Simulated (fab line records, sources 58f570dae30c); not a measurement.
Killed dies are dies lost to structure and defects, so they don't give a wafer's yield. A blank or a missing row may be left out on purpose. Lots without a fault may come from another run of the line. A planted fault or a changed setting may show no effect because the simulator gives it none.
Split-lot experiment | flow berkeley_cmos170 | 5 lots, 23 wafers read, on a route of 331 steps

THE SPLIT
At UCB170_V2_COAT_07 (resist thk 900 nm), the setting resist_thk_nm was moved away from the recipe's 900 nm on 11 of the 23 wafers read, by -3.0% to +5.1%. The other wafers ran this setting at the recipe's value.

The reading is taken at the split's own step.

THE READING
KrF_of_V2_COAT_07.thk_nm (the simulator's own value, which no gauge read), in nm, at UCB170_V2_COAT_07 (resist thk 900 nm). The file gives no usual value for it. The 12 wafers here that ran the recipe average 899.5 nm, standard deviation 1.3 nm.

wafer  | tool, chamber at the split | resist_thk_nm as run, nm | against the recipe | KrF_of_V2_COAT_07.thk_nm, nm | against lot-mates on the recipe
L075.1 | litho_track-04, 0          | 900                      | recipe             | 897.7                        | -
L075.2 | litho_track-04, 0          | 917.4                    | +1.9%              | 917.4                        | +19.4
L075.3 | litho_track-04, 0          | 900                      | recipe             | 898.2                        | -
L075.4 | litho_track-04, 0          | 917.4                    | +1.9%              | 917.1                        | +19.1
L075.5 | litho_track-04, 0          | 917.4                    | +1.9%              | 914.4                        | +16.4
L074.2 | litho_track-01, 0          | 900                      | recipe             | 900.1                        | -
L074.3 | litho_track-01, 0          | 900                      | recipe             | 899.6                        | -
L074.4 | litho_track-01, 0          | 900                      | recipe             | 902                          | -
L074.5 | litho_track-01, 0          | 872.8                    | -3.0%              | 874.4                        | -26.2
L074.6 | litho_track-01, 0          | 872.8                    | -3.0%              | 874.1                        | -26.5
L078.2 | litho_track-02, 0          | 900                      | recipe             | 900.3                        | -
L078.3 | litho_track-02, 0          | 880.4                    | -2.2%              | 880.9                        | -19.4
L078.4 | litho_track-02, 0          | 900                      | recipe             | 900.4                        | -
L078.5 | litho_track-02, 0          | 880.4                    | -2.2%              | 884                          | -16.3
L078.6 | litho_track-02, 0          | 880.4                    | -2.2%              | 881.3                        | -19.0
L085.3 | litho_track-01, 0          | 900                      | recipe             | 899.1                        | -
L085.4 | litho_track-01, 0          | 900                      | recipe             | 899                          | -
L085.5 | litho_track-01, 0          | 900                      | recipe             | 899.6                        | -
L084.1 | litho_track-01, 0          | 945.6                    | +5.1%              | 948.8                        | +49.8
L084.3 | litho_track-01, 0          | 900                      | recipe             | 900.6                        | -
L084.4 | litho_track-01, 0          | 900                      | recipe             | 897.4                        | -
L084.5 | litho_track-01, 0          | 945.6                    | +5.1%              | 946.6                        | +47.6
L084.6 | litho_track-01, 0          | 945.6                    | +5.1%              | 947                          | +48.0

THE FIT
A straight line over all 23 wafers: KrF_of_V2_COAT_07.thk_nm changes by +9.01 nm for each +1% of resist_thk_nm; r = +1.00; the points scatter about the line by 1.7 nm.
The same after taking each lot's own level away (the mean of its wafers on the recipe; 23 wafers): +9.25 nm for each +1%; r = +1.00; scatter 1.3 nm.
On that fit, the largest move of resist_thk_nm shifts the reading by 47 nm.
The lots' own levels span 897.95 to 900.57 nm, that is 2.1 times the standard deviation above.
So the lot-to-lot level changes the slope little: the two slopes agree.
Check: with one of the wafers moved furthest among these (+5.1%) left out of the fit, the line predicts +46.8 nm for it against its lot-mates. It came out at +49.8 nm against them.

OTHER SPLITS ON THESE WAFERS
These wafers also went through other splits before the reading. Each is held against what the fit with the lots' levels taken away leaves over:
other split on the same wafers | wafers away from the commonest value | r with KrF_of_V2_COAT_07.thk_nm (lot level and that fit taken away)
UCB170_CONTACT_ETCH_18 time_s  | 8                                    | -0.12
UCB170_M1_SPUTTER_00 power_w   | 8                                    | -0.08

THE WHOLE CHAIN: every reading that the file lists as answering this split, in the file's order
step               | what it does      | reading                                                                   | change (the file's fit)              | r (the file's)
UCB170_V2_COAT_07  | resist thk 900 nm | KrF_of_V2_COAT_07.thk_nm (the simulator's own value, which no gauge read) | +9.25 nm for each +1% of the setting | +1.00
UCB170_V2_STRIP_15 | strips in O2      | strip_time_to_endpoint_s                                                  | withheld for each +1% of the setting | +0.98

THE FILE'S OWN FIT
KrF_of_V2_COAT_07.thk_nm changes by +9.25 nm for each +1% of resist_thk_nm, r = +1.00.
